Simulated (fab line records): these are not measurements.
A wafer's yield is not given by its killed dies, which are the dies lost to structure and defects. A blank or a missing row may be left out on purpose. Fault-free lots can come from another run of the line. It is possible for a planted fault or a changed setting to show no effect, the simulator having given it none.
fab line records	flow rit-cmos
[record] lots = 6	wafers = 18	last-day = 7
route steps=202 shown PLDD@116 SPACER@125 NSD@131 PSD@142 SDANNEAL@153 SILICIDE@161 M1@202
lots that met no fault: taken from a fault-free run of the same line
start-h: start of the lot's first displayed wafer, in hours after the record's first day	wait-h: hours from the lot's prior step to this one	" identical to the entry in the row above	L1.1+2: a row that stands for several wafers	- no value, or no start given	* or withheld: withheld	< > ~ a bound
route shown NAME@n: NAME is a module with steps in the file, n the number in the route of the first one	usual: average and standard deviation across the fault-free wafers	same: alike in all rows	chamber/n: place in a boat	sites: the reading at each site	_std_site: the values' standard deviation	_edge_site: outer sites' mean less inner sites'	radius-mm: how far each site lies from the wafer's centre	mask NAME#n: copy n	behind: tool/chamber where the wafer was last shaped	hold: the reason the lot was held/the length of the hold in hours/how it ended	device: the transistor (n, p or np) that didn't switch	end of line: the same wafers' tests at the end of the route	a step without rows: its recipe alone	killed: count of dies lost to structure and defects at first sort (not the wafer's yield)	map: a wafer's dies, marking killed ones x, the rest . and places with no die _
set.NAME: the setting that was run; set.NAME@STEP: the one run at that earlier step	model.NAME: the simulator's own value behind a step, which no gauge read
certain route steps with their lots: each step a table, each wafer a row
services: from which hour (start-h, from the record's first day; less than 0 if before it) a tool's chamber was out of use, for how many hours, and why
[[steps]]
[step RIT_PLDD_SOFTBAKE_02]
[recipe] resist = NOVOLAK	temp-c = 90	time-s = 60
[step RIT_PLDD_EXPOSE_03]
[recipe] mask-id = M8	na = 0.57	target-cd-nm = 40900	dose-mj = 250
[step RIT_PLDD_PEB_04]
[recipe] resist = NOVOLAK	temp-c = withheld	time-s = withheld
[step RIT_PLDD_DEVELOP_05]
[recipe] resist = NOVOLAK	develop-time-s = 50	dev-temp-c = 23
[step RIT_PLDD_OVL_MEAS_06]
[usual] PLDD_OVL = 0.0/1.4
lot.wafer	tool	chamber	start-h	wait-h	PLDD_OVL[nm]
L608.1	overlay-01	-	63.44	-	2.4
L608.4	"	-	"	"	0.8
L608.5	"	-	"	"	0.4
L609.1	overlay-01	-	68.37	-	1.9
L609.2	"	-	"	"	1.8
L609.3	"	-	"	"	-1.6
L622.1	overlay-01	-	130.71	-	-1.2
L622.3	"	-	"	"	-1.8
L622.6	"	-	"	"	1.3
L623.3	overlay-01	-	137.68	-	0.2
L623.5	"	-	"	"	0.3
L623.6	"	-	"	"	-1.3
L624.1	overlay-01	-	142.22	-	1.8
L624.5	"	-	"	"	1.1
L624.6	"	-	"	"	1.9
L626.1	overlay-02	-	154.62	-	-2.0
L626.3	"	-	"	"	-0.5
L626.4	"	-	"	"	-1.2
[step RIT_PLDD_HARDBAKE_07]
[recipe] resist = NOVOLAK	temp-c = 140	time-s = 60
[step RIT_PLDD_IMPLANT_08]
[recipe] species = BF2	energy-kev = 20	dose-cm2 = 9e+14	tilt-deg = 7
[step RIT_PLDD_STRIP_09]
[recipe] chemistry = O2	time-s = 180	resist = NOVOLAK	platen-temp-c = withheld	power-w = 500	pressure-mtorr = 4000	o2-flow-sccm = 4000
[usual] drypump-motor-current-A = 5.4/0.37
lot.wafer	tool	chamber	start-h	wait-h	drypump-motor-current-A	rf-hours-counter-h
L608.1	plasma-asher-02	1	63.77	0.1	4.9	41
L608.4	"	0	"	"	5.6	-
L608.5	"	1	"	"	4.9	-
L609.1	plasma-asher-02	1	68.82	0.1	4.9	41
L609.2	"	0	"	"	5.6	41
L609.3	"	0	"	"	5.6	-
L622.1	plasma-asher-03	0	131.29	0.1	5.1	50
L622.3	"	1	"	"	5.4	-
L622.6	"	0	"	"	5.1	-
L623.3	plasma-asher-03	0	138.06	0.1	5.1	-
L623.5	"	1	"	"	5.5	-
L623.6	"	0	"	"	5.1	-
L624.1	plasma-asher-04	0	142.56	0.1	6.1	36
L624.5	"	0	"	"	6.1	-
L624.6	"	1	"	"	5.3	-
L626.1	plasma-asher-03	1	155.01	0.1	5.5	52
L626.3	"	0	"	"	5.1	-
L626.4	"	1	"	"	5.5	-
[step RIT_PLDD_TW_MEAS_10]
[usual] PLDD_TW = 2348/13
lot.wafer	tool	chamber	start-h	wait-h	PLDD_TW
L608.1	film-metro-03	-	63.95	0.1	2327
L608.4	"	-	"	"	2332
L608.5	"	-	"	"	2341
L609.1	film-metro-04	-	68.99	0.1	2363
L609.2	"	-	"	"	2366
L609.3	"	-	"	"	2368
L622.1	film-metro-02	-	131.47	0.1	2346
L622.3	"	-	"	"	2336
L622.6	"	-	"	"	2347
L623.3	film-metro-02	-	138.20	0.1	2348
L623.5	"	-	"	"	2344
L623.6	"	-	"	"	2333
L624.1	film-metro-03	-	142.73	0.1	2325
L624.5	"	-	"	"	2337
L624.6	"	-	"	"	2338
L626.1	film-metro-04	-	155.18	0.1	2367
L626.3	"	-	"	"	2347
L626.4	"	-	"	"	2370
[step RIT_SPACER_CLEAN_00]
[recipe] chemistry = SC1	mix = 3:3:50	time-s = 600	temp-c = 75
[step RIT_SPACER_CLEAN_01]
[recipe] chemistry = dHF	dilution = 50:1	time-s = 30
[step RIT_SPACER_CLEAN_02]
[recipe] chemistry = SC2	mix = 3:3:50	time-s = 600	temp-c = 75	dry = n2-spin
[step RIT_SPACER_CVD_03]
[recipe] material = Si3N4	target-thk-nm = 250	temp-c = 810	precursor = SiH2Cl2/NH3	time-s = 3300	pressure-mtorr = 300	sih2cl2-flow-sccm = 60	nh3-flow-sccm = 150
lot.wafer	tool	chamber	start-h	wait-h	model.Si3N4_of_SPACER_CVD_03.thk-nm
L608.1	lpcvd-02	0	64.39	0.0	245.4
L608.4	"	0	"	"	245.2
L608.5	"	0	"	"	247.2
L609.1	lpcvd-01	1	69.47	0.0	251.5
L609.2	"	1	"	"	250.9
L609.3	"	1	"	"	252.8
L622.1	lpcvd-01	1	131.91	0.0	272.1
L622.3	"	1	"	"	272.3
L622.6	"	1	"	"	273.9
L623.3+6	lpcvd-01	1	138.62	0.0	269.4
L623.5	"	1	"	"	269.6
L624.1	lpcvd-02	1	143.16	0.0	249.6
L624.5	"	1	"	"	247.3
L624.6	"	1	"	"	248.1
L626.1	lpcvd-02	0	155.61	0.0	251.9
L626.3	"	0	"	"	253
L626.4	"	0	"	"	250.9
[step RIT_SPACER_THK_MEAS_04]
[recipe] reads = Si3N4_of_SPACER_CVD_03
[usual] SPACER_NITRIDE_THK = 251.7/2.5
lot.wafer	tool	chamber	start-h	wait-h	SPACER_NITRIDE_THK[nm]
L608.1	film-metro-02	-	66.31	0.0	245.5
L608.4	"	-	"	"	245.4
L608.5	"	-	"	"	247.1
L609.1	film-metro-01	-	71.38	0.0	251.4
L609.2	"	-	"	"	250.9
L609.3	"	-	"	"	252.9
L622.1	film-metro-02	-	133.83	0.0	272.2
L622.3	"	-	"	"	272.2
L622.6	"	-	"	"	273.8
L623.3	film-metro-02	-	140.56	0.0	269.3
L623.5	"	-	"	"	269.6
L623.6	"	-	"	"	269.3
L624.1	film-metro-01	-	145.08	0.0	249.5
L624.5	"	-	"	"	247.2
L624.6	"	-	"	"	248.2
L626.1	film-metro-04	-	157.53	0.0	252.0
L626.3	"	-	"	"	252.9
L626.4	"	-	"	"	251.2
[step RIT_SPACER_ETCHBACK_05]
[recipe] target-depth-a = 2500	SF6_flow_sccm = 30	CHF3_flow_sccm = 30	target = Si3N4	chemistry = SF6/CHF3	pressure-mtorr = 40	rf-w = 250	time-s = 240	stop-on = SiO2
[usual] drypump-motor-current-A = 5.8/0.36	oes-product-au = 0.849/0.015	throttle-valve-pct = 10.35/0.19
lot.wafer	tool	chamber	start-h	wait-h	drypump-motor-current-A	oes-product-au	rf-hours-counter-h	throttle-valve-pct	model.etch.depth-nm
L608.1	rie-diel-02	1	66.37	0.1	6.0	0.824	20	9.96	245.4
L608.4	"	2	"	"	5.7	0.833	63	10.20	245.2
L608.5	"	0	"	"	6.2	0.852	-	10.26	247.2
L609.1	rie-diel-01	0	71.44	0.1	5.7	0.829	39	10.59	251.5
L609.2	"	2	"	"	6.0	0.862	142	10.25	250.9
L609.3	"	1	"	"	5.5	0.863	47	10.34	252.8
L622.1	rie-diel-04	3	133.89	0.1	5.8	0.887	54	10.21	272.1
L622.3	"	0	"	"	6.0	0.903	92	10.49	272.3
L622.6	"	2	"	"	5.4	0.926	-	10.22	273.9
L623.3	rie-diel-04	3	140.60	0.0	5.9	0.879	54	10.22	269.4
L623.5	"	2	"	"	5.4	0.904	-	10.22	269.6
L623.6	"	1	"	"	6.5	0.904	-	10.21	269.4
L624.1	rie-diel-01	3	145.14	0.1	5.3	0.849	23	10.62	249.6
L624.5	"	0	"	"	5.7	0.823	-	10.58	247.3
L624.6	"	1	"	"	5.4	0.850	-	10.32	248.1
L626.1	rie-diel-01	0	157.59	0.1	5.7	0.825	41	10.58	251.9
L626.3	"	1	"	"	5.4	0.865	48	10.34	253
L626.4	"	2	"	"	6.0	0.871	143	10.24	250.9
[step RIT_NSD_HMDS_00]
[recipe] prime-time-s = 60	prime-temp-c = 140
[step RIT_NSD_COAT_01]
[recipe] resist = NOVOLAK	spin-rpm = 3250	resist-thk-nm = 1000
[step RIT_NSD_SOFTBAKE_02]
[recipe] resist = NOVOLAK	temp-c = 90	time-s = 60
[step RIT_NSD_EXPOSE_03]
[recipe] mask-id = M9	na = 0.57	target-cd-nm = 40700	dose-mj = 250
[step RIT_NSD_PEB_04]
[recipe] resist = NOVOLAK	temp-c = withheld	time-s = withheld
[step RIT_NSD_DEVELOP_05]
[recipe] resist = NOVOLAK	develop-time-s = 50	dev-temp-c = 23
[step RIT_NSD_OVL_MEAS_06]
[usual] NSD_OVL = 0.0/1.5
lot.wafer	tool	chamber	start-h	wait-h	NSD_OVL[nm]
L608.1	overlay-01	-	67.49	-	2.8
L608.4	"	-	"	"	-0.6
L608.5	"	-	"	"	1.3
L609.1	overlay-01	-	74.93	-	-1.2
L609.2	"	-	"	"	-1.4
L609.3	"	-	"	"	0.9
L622.1	overlay-02	-	135.01	-	1.4
L622.3	"	-	"	"	-1.6
L622.6	"	-	"	"	-0.4
L623.3	overlay-02	-	141.74	-	0.0
L623.5	"	-	"	"	-1.5
L623.6	"	-	"	"	-0.2
L624.1	overlay-02	-	146.26	-	1.4
L624.5	"	-	"	"	0.0
L624.6	"	-	"	"	-0.4
L626.1	overlay-02	-	159.77	-	-2.5
L626.3	"	-	"	"	-2.0
L626.4	"	-	"	"	-0.8
[step RIT_NSD_HARDBAKE_07]
[recipe] resist = NOVOLAK	temp-c = 140	time-s = 60
[step RIT_NSD_IMPLANT_08]
[recipe] species = P	energy-kev = 25	dose-cm2 = 1e+15	tilt-deg = 7
[step RIT_NSD_STRIP_09]
[recipe] chemistry = O2	time-s = 180	resist = NOVOLAK	platen-temp-c = withheld	power-w = 500	pressure-mtorr = 4000	o2-flow-sccm = 4000
[usual] drypump-motor-current-A = 5.6/0.36
lot.wafer	tool	chamber	start-h	wait-h	drypump-motor-current-A	rf-hours-counter-h
L608.1	plasma-asher-01	1	67.83	0.1	5.8	43
L608.4	"	0	"	"	5.9	-
L608.5	"	0	"	"	5.9	-
L609.1	plasma-asher-01	1	75.38	0.1	5.8	44
L609.2	"	0	"	"	5.9	44
L609.3	"	1	"	"	5.8	-
L622.1	plasma-asher-01	1	135.35	0.1	5.8	2
L622.3	"	0	"	"	5.9	-
L622.6	"	1	"	"	5.8	-
L623.3	plasma-asher-02	1	142.12	0.1	4.9	-
L623.5	"	1	"	"	4.9	-
L623.6	"	0	"	"	5.6	-
L624.1	plasma-asher-03	1	146.60	0.1	5.5	51
L624.5	"	1	"	"	5.5	-
L624.6	"	0	"	"	5.1	-
L626.1	plasma-asher-01	0	160.10	0.1	5.9	5
L626.3	"	0	"	"	5.9	-
L626.4	"	1	"	"	5.8	-
[step RIT_NSD_TW_MEAS_10]
[usual] NSD_TW = 3120/20
lot.wafer	tool	chamber	start-h	wait-h	NSD_TW
L608.1	film-metro-02	-	68.01	0.1	3118
L608.4	"	-	"	"	3135
L608.5	"	-	"	"	3142
L609.1	film-metro-02	-	75.56	0.1	3140
L609.2	"	-	"	"	3146
L609.3	"	-	"	"	3128
L622.1	film-metro-04	-	135.52	0.1	3122
L622.3	"	-	"	"	3123
L622.6	"	-	"	"	3121
L623.3	film-metro-03	-	142.26	0.1	3089
L623.5	"	-	"	"	3101
L623.6	"	-	"	"	3112
L624.1	film-metro-04	-	146.77	0.1	3153
L624.5	"	-	"	"	3152
L624.6	"	-	"	"	3132
L626.1	film-metro-04	-	160.28	0.1	3143
L626.3	"	-	"	"	3138
L626.4	"	-	"	"	3128
[step RIT_PSD_HMDS_00]
[recipe] prime-time-s = 60	prime-temp-c = 140
[step RIT_PSD_COAT_01]
[recipe] resist = NOVOLAK	spin-rpm = 3250	resist-thk-nm = 1000
[step RIT_PSD_SOFTBAKE_02]
[recipe] resist = NOVOLAK	temp-c = 90	time-s = 60
[step RIT_PSD_EXPOSE_03]
[recipe] mask-id = M10	na = 0.57	target-cd-nm = 40900	dose-mj = 250
[step RIT_PSD_PEB_04]
[recipe] resist = NOVOLAK	temp-c = withheld	time-s = withheld
[step RIT_PSD_DEVELOP_05]
[recipe] resist = NOVOLAK	develop-time-s = 50	dev-temp-c = 23
[step RIT_PSD_OVL_MEAS_06]
[usual] PSD_OVL = 0.9/1.3
lot.wafer	tool	chamber	start-h	wait-h	PSD_OVL[nm]
L608.1	overlay-02	-	68.92	-	2.2
L608.4	"	-	"	"	1.4
L608.5	"	-	"	"	0.8
L609.1	overlay-02	-	76.77	-	0.0
L609.2	"	-	"	"	-0.3
L609.3	"	-	"	"	0.2
L622.1	overlay-02	-	136.51	-	-0.6
L622.3	"	-	"	"	-0.4
L622.6	"	-	"	"	-0.9
L623.3	overlay-02	-	143.27	-	0.7
L623.5	"	-	"	"	0.7
L623.6	"	-	"	"	0.1
L624.1	overlay-01	-	147.88	-	-0.3
L624.5	"	-	"	"	3.0
L624.6	"	-	"	"	2.8
L626.1	overlay-02	-	161.19	-	-0.1
L626.3	"	-	"	"	0.4
L626.4	"	-	"	"	1.6
[step RIT_PSD_HARDBAKE_07]
[recipe] resist = NOVOLAK	temp-c = 140	time-s = 60
[step RIT_PSD_IMPLANT_08]
[recipe] species = BF2	energy-kev = 27	dose-cm2 = 5e+15	tilt-deg = 7
[step RIT_PSD_STRIP_09]
[recipe] chemistry = O2	time-s = 180	resist = NOVOLAK	platen-temp-c = withheld	power-w = 500	pressure-mtorr = 4000	o2-flow-sccm = 4000
[usual] drypump-motor-current-A = 5.7/0.4
lot.wafer	tool	chamber	start-h	wait-h	drypump-motor-current-A	rf-hours-counter-h
L608.1	plasma-asher-04	0	69.25	0.1	6.1	27
L608.4	"	1	"	"	5.2	-
L608.5	"	0	"	"	6.1	-
L609.1	plasma-asher-04	1	77.14	0.1	5.3	28
L609.2	"	0	"	"	6.1	28
L609.3	"	1	"	"	5.2	-
L622.1	plasma-asher-01	0	136.84	0.1	5.9	2
L622.3	"	0	"	"	5.9	-
L622.6	"	1	"	"	5.8	-
L623.3	plasma-asher-04	0	143.65	0.1	6.1	-
L623.5	"	0	"	"	6.1	-
L623.6	"	1	"	"	5.3	-
L624.1	plasma-asher-01	0	148.22	0.1	5.9	3
L624.5	"	1	"	"	5.8	-
L624.6	"	0	"	"	5.9	-
L626.1	plasma-asher-02	0	161.52	0.1	5.6	50
L626.3	"	0	"	"	5.6	-
L626.4	"	1	"	"	4.9	-
[step RIT_PSD_TW_MEAS_10]
[usual] PSD_TW = 3427/20
lot.wafer	tool	chamber	start-h	wait-h	PSD_TW
L608.1	film-metro-03	-	69.43	0.1	3424
L608.4	"	-	"	"	3415
L608.5	"	-	"	"	3387
L609.1	film-metro-02	-	77.32	0.1	3437
L609.2	"	-	"	"	3450
L609.3	"	-	"	"	3450
L622.1	film-metro-03	-	137.02	0.1	3427
L622.3	"	-	"	"	3421
L622.6	"	-	"	"	3409
L623.3	film-metro-04	-	143.79	0.1	3435
L623.5	"	-	"	"	3417
L623.6	"	-	"	"	3449
L624.1	film-metro-03	-	148.40	0.1	3407
L624.5	"	-	"	"	3414
L624.6	"	-	"	"	3414
L626.1	film-metro-03	-	161.70	0.1	3426
L626.3	"	-	"	"	3430
L626.4	"	-	"	"	3428
[step RIT_SDANNEAL_CLEAN_00]
[recipe] chemistry = SC1	mix = 3:3:50	time-s = 600	temp-c = 75
[step RIT_SDANNEAL_CLEAN_01]
[recipe] chemistry = dHF	dilution = 50:1	time-s = 30
[step RIT_SDANNEAL_CLEAN_02]
[recipe] chemistry = SC2	mix = 3:3:50	time-s = 600	temp-c = 75	dry = n2-spin
[step RIT_SDANNEAL_RTA_03]
[recipe] temp-c = 1050	time-s = 5	idle-temp-c = 600	ramp-up-c-per-s = 342	ramp-down-c-per-s = 171	cool-to-c = 600	ambient = N2
[usual] chamber-o2-ppm = 2.002/0.02	wafer_temp_C_max = 1053.5/1.2
lot.wafer	tool	chamber	start-h	wait-h	chamber-o2-ppm	wafer_temp_C_max
L608.1	rtp-anneal-01	0	69.89	0.0	2.070	1054.7
L608.4	"	0	"	"	2.024	1052.6
L608.5	"	0	"	"	1.997	1052.3
L609.1	rtp-anneal-01	0	77.76	0.0	2.013	1053.3
L609.2	"	0	"	"	2.005	1053.3
L609.3	"	0	"	"	1.999	1052.2
L622.1	rtp-anneal-02	0	137.53	0.0	2.007	1051.8
L622.3	"	0	"	"	1.999	1053.9
L622.6	"	0	"	"	2.005	1057.0
L623.3	rtp-anneal-01	0	144.22	0.0	2.018	1052.9
L623.5	"	0	"	"	2.018	1055.1
L623.6	"	0	"	"	1.995	1055.9
L624.1	rtp-anneal-02	0	148.85	0.0	1.968	1052.1
L624.5	"	0	"	"	1.983	1056.6
L624.6	"	0	"	"	1.973	1053.4
L626.1	rtp-anneal-02	0	162.16	0.0	2.026	1052.6
L626.3	"	0	"	"	1.996	1055.0
L626.4	"	0	"	"	2.031	1053.9
[step RIT_SDANNEAL_RS_MEAS_04]
[recipe] thk-meas-gauge = four-point-probe
[usual] PSD_RS = 115.9/0.31
lot.wafer	tool	chamber	start-h	wait-h	PSD_RS[ohm/sq]
L608.1	film-metro-03	-	69.94	0.0	116.3
L608.4	"	-	"	"	115.7
L608.5	"	-	"	"	116.0
L609.1	film-metro-04	-	77.82	0.0	116.5
L609.2	"	-	"	"	116.4
L609.3	"	-	"	"	116.4
L622.1	film-metro-03	-	137.59	0.0	115.6
L622.3	"	-	"	"	115.6
L622.6	"	-	"	"	115.4
L623.3	film-metro-02	-	144.29	0.1	115.9
L623.5	"	-	"	"	116.4
L623.6	"	-	"	"	116.2
L624.1	film-metro-02	-	148.97	0.1	115.9
L624.5	"	-	"	"	115.4
L624.6	"	-	"	"	115.8
L626.1	film-metro-03	-	162.27	0.1	116.2
L626.3	"	-	"	"	116.1
L626.4	"	-	"	"	116.6
[step RIT_SILICIDE_WET_ETCH_00]
[recipe] chemistry = BOE	target = SiO2	target-depth-nm = 14	time-s = 15	dry = n2-spin	dilution = 10:1	temp-c = 21.5
[usual] temp-c = 21.52/0.096
lot.wafer	tool	chamber	start-h	wait-h	temp-c	model.Si3N4_of_SPACER_CVD_03.thk-nm
L608.1	wet-bench-04	1	70.42	0.1	21.46	191.5
L608.4	"	1	"	"	21.58	191.5
L608.5	"	1	"	"	21.67	193.9
L609.1	wet-bench-02	2	78.30	0.1	21.42	195.7
L609.2	"	2	"	"	21.43	195.4
L609.3	"	2	"	"	21.49	195.9
L622.1	wet-bench-02	1	138.07	0.1	21.55	210.9
L622.3	"	1	"	"	21.55	212.1
L622.6	"	1	"	"	21.52	214.5
L623.3	wet-bench-03	1	144.73	0.1	21.53	209.2
L623.5	"	1	"	"	21.48	211.2
L623.6	"	1	"	"	21.65	210.3
L624.1	wet-bench-02	3	149.45	0.1	21.32	193.2
L624.5	"	3	"	"	21.54	191.9
L624.6	"	3	"	"	21.31	191
L626.1	wet-bench-04	2	162.75	0.1	21.52	195.7
L626.3	"	2	"	"	21.47	195.5
L626.4	"	2	"	"	21.39	195
[step RIT_M1_PROBE_99]
[usual] killed-at-contacts = 0.0/0.22	killed-at-front-end = 7/3.1	killed-dies = 7/3.1	killed-open = 3.5/2	killed-short = 3.3/2
[same] gross-dies = 264	killed_at_M0_to_M3 = 0	killed_at_M4_up = 0	killed-at-back-side = 0	killed-at-other = 0
lot.wafer	tool	chamber	start-h	wait-h	killed-at-contacts	killed-at-front-end	killed-dies	killed-open	killed-short	model.etest.pplus-sal.width-nm	model.etest.nplus-sal.width-nm	model.etest.pwell-pinched.rs-ohm-sq	model.etest.nwell-pinched.rs-ohm-sq	model.etest.contact-nplus.end-ohm-um	model.etest.diode-pplus-nwell.bv-v	model.etest.nmos_0p15.tox-inv-nm	model.etest.diode-nplus-comb.cj-ff-um2
L608.1	prober-01	-	77.57	0.1	0	5	5	2	3	3454	3453	467.8	338.1	41.62	6.633	4.445	2.655
L608.4	prober-01	-	77.72	0.2	0	8	8	1	7	3437	3430	468	338.8	41.82	6.601	4.454	2.661
L608.5	prober-01	-	77.77	0.2	0	3	3	3	0	3435	3444	462.9	334.9	40.73	6.583	4.457	2.622
L609.1	prober-02	-	85.25	0.1	0	5	5	2	3	3454	3454	459	339.5	42.72	6.633	4.457	2.646
L609.2	prober-02	-	85.30	0.1	0	2	2	1	1	3443	3448	455.5	339.1	44.69	6.626	4.405	2.655
L609.3	prober-02	-	85.35	0.2	0	11	11	5	6	3443	3447	457.6	338.6	44.18	6.617	4.392	2.66
L622.1	prober-01	-	145.99	0.1	0	9	9	2	7	3378	3385	449.8	327.4	41.84	6.519	4.656	2.558
L622.3	prober-01	-	146.09	0.2	0	8	8	5	3	3390	3368	450.8	323.5	41.63	6.516	4.704	2.505
L622.6	prober-01	-	146.24	0.2	0	5	5	3	2	3375	3365	445.3	321.3	40.36	6.406	4.729	2.444
L623.3	prober-02	-	152.67	0.2	1	4	5	2	3	3402	3382	450.5	331.3	39.97	6.548	4.59	2.603
L623.5	prober-02	-	152.77	0.2	0	4	4	2	2	3389	3369	440.8	324	39.45	6.423	4.682	2.507
L623.6	prober-02	-	152.82	0.2	0	7	7	4	3	3380	3405	448.4	326.6	40.5	6.507	4.647	2.564
L624.1	prober-01	-	156.59	0.1	0	3	3	1	2	3435	3452	468.6	342	42.59	6.688	4.409	2.67
L624.5	prober-01	-	156.79	0.2	0	4	4	1	3	3450	3457	467.3	342	42.17	6.708	4.464	2.654
L624.6	prober-01	-	156.84	0.2	0	6	6	4	2	3457	3471	474.8	347.8	42.42	6.754	4.399	2.68
L626.1	prober-01	-	169.77	0.1	0	7	7	5	2	3463	3446	460.4	343.8	41.1	6.692	4.499	2.649
L626.3	prober-01	-	169.87	0.2	0	6	6	4	2	3473	3451	468.3	342.7	41.24	6.719	4.484	2.672
L626.4	prober-01	-	169.92	0.2	0	11	11	9	2	3442	3445	465	339.8	40.63	6.65	4.513	2.644
// killed by level:class
L608.1 GATE:geometric-particle:short=1 GATE:geometric-particle:open=1 REOX:geometric-particle:short=1 SPACER:geometric-particle:open=1 STARTING-WAFER:geometric-particle:short=1
L608.4 GATE:geometric-particle:short=4 FOX1:geometric-particle:short=2 GATE:geometric-particle:open=1 SILICIDE:geometric-particle:short=1
L608.5 FOX1:geometric-particle:open=1 REOX:geometric-particle:open=1 SILICIDE:geometric-particle:open=1
L609.1 FOX1:geometric-particle:short=1 GATE:geometric-particle:open=1 GATE:geometric-particle:short=1 SILICIDE:geometric-particle:short=1 SILICIDE:geometric-particle:open=1
L609.2 GATE:geometric-particle:open=1 GATE:geometric-particle:short=1
L609.3 GATE:geometric-particle:short=3 FOX1:geometric-particle:open=2 GATE:geometric-particle:open=2 REOX:geometric-particle:short=2 FOX1:geometric-particle:short=1 REOX:geometric-particle:open=1
L622.1 FOX2:geometric-particle:short=2 SPACER:geometric-particle:short=2 FOX2:geometric-particle:open=1 GATE:geometric-particle:open=1 GATE:geometric-particle:short=1 REOX:geometric-particle:short=1 SILICIDE:geometric-particle:short=1
L622.3 GATE:geometric-particle:open=2 REOX:geometric-particle:open=2 SPACER:geometric-particle:short=2 FOX2:geometric-particle:open=1 GATE:geometric-particle:short=1
L622.6 FOX2:geometric-particle:open=1 GATE:geometric-particle:short=1 GATE:geometric-particle:open=1 REOX:geometric-particle:short=1 SPACER:geometric-particle:open=1
L623.3 SPACER:geometric-particle:short=2 GATE:geometric-particle:open=1 SPACER:geometric-particle:open=1 CONTACT:geometric-particle:short=1
L623.5 GATE:geometric-particle:open=2 GATE:geometric-particle:short=2
L623.6 GATE:geometric-particle:open=2 ACTIVE:geometric-particle:open=1 FOX1:geometric-particle:short=1 FOX2:geometric-particle:short=1 REOX:geometric-particle:open=1 REOX:geometric-particle:short=1
L624.1 SILICIDE:geometric-particle:short=2 REOX:geometric-particle:open=1
L624.5 GATE:geometric-particle:short=2 GATE:geometric-particle:open=1 REOX:geometric-particle:short=1
L624.6 GATE:geometric-particle:short=2 FOX1:geometric-particle:open=1 GATE:geometric-particle:open=1 SPACER:geometric-particle:open=1 SILICIDE:geometric-particle:open=1
L626.1 GATE:geometric-particle:open=3 GATE:geometric-particle:short=2 SPACER:geometric-particle:open=2
L626.3 FOX1:geometric-particle:open=2 GATE:geometric-particle:short=2 GATE:geometric-particle:open=1 SILICIDE:geometric-particle:open=1
L626.4 SILICIDE:geometric-particle:open=4 GATE:geometric-particle:open=2 FOX1:geometric-particle:open=1 FOX2:geometric-particle:open=1 GATE:geometric-particle:short=1 REOX:geometric-particle:short=1 SPACER:geometric-particle:open=1
[[services]]
tool	chamber	start-h	hours	kind
rtp-anneal-02	-	40.41	84.2	pm
rie-diel-01	-	54.27	2.8	pm
rie-diel-01	1	57.85	2.4	repair
plasma-asher-02	-	75.76	0.5	repair
rie-diel-01	2	78.85	6.7	repair
lpcvd-02	-	79.42	28.1	pm
plasma-asher-01	-	81.88	3.2	repair
rie-diel-04	-	91.95	0.8	repair
plasma-asher-01	-	108.75	9.0	pm
plasma-asher-01	0	108.75	9.0	vent-cycle
plasma-asher-01	1	108.75	9.0	vent-cycle
plasma-asher-01	-	110.76	0.7	repair
plasma-asher-01	0	117.75	-	clean
plasma-asher-01	1	117.75	-	clean
rie-diel-01	2	117.91	7.0	repair
plasma-asher-02	-	124.14	9.8	repair
rie-diel-01	-	129.66	14.6	pm
rie-diel-04	1	142.23	5.8	repair
rie-diel-04	-	146.34	1.0	repair
[[key]]
[first-sign] step = RIT_SPACER_THK_MEAS_04	reading = SPACER_NITRIDE_THK	direction = up	sigmas = 7.7	usual = 251.7	struck = 271.1
[effect] step = RIT_SPACER_ETCHBACK_05	reading = oes-product-au	direction = up	sigmas = 3.4	usual = 0.849	struck = 0.900
[model-effect] step = RIT_SPACER_CVD_03	value = Si3N4_of_SPACER_CVD_03.thk-nm	without = 251.1	struck = 271.1
[model-effect] step = RIT_SPACER_ETCHBACK_05	value = etch.depth-nm	without = 251.1	struck = 271.1
[model-effect] step = RIT_SILICIDE_WET_ETCH_00	value = Si3N4_of_SPACER_CVD_03.thk-nm	without = 195.7	struck = 211.4
[model-effect] step = RIT_M1_PROBE_99	value = etest.pplus-sal.width-nm	without = 3424	struck = 3386
met-at RIT_SPACER_CVD_03
struck-wafers L622.1,L622.3,L622.6,L623.3,L623.5,L623.6
tester-left-out L622,L623
onset-between 69.47 131.91
[fault] kind = process-parameter-drift	tool = lpcvd-01	chamber = 1	onset-h = 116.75	steps = RIT_SPACER_CVD_03	channel = target-thk-nm	offset = 20	shape = step	end-h = 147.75	acts-in = these-recipes-only	stated = 250
// tester-left-out: of these lots the tester's yield and bins aren't shown, on N5 and GAA mostly nor the transistor test; their killed dies are dies lost to structure and defects alone, not to doping, threshold or leakage, so they don't give the yield
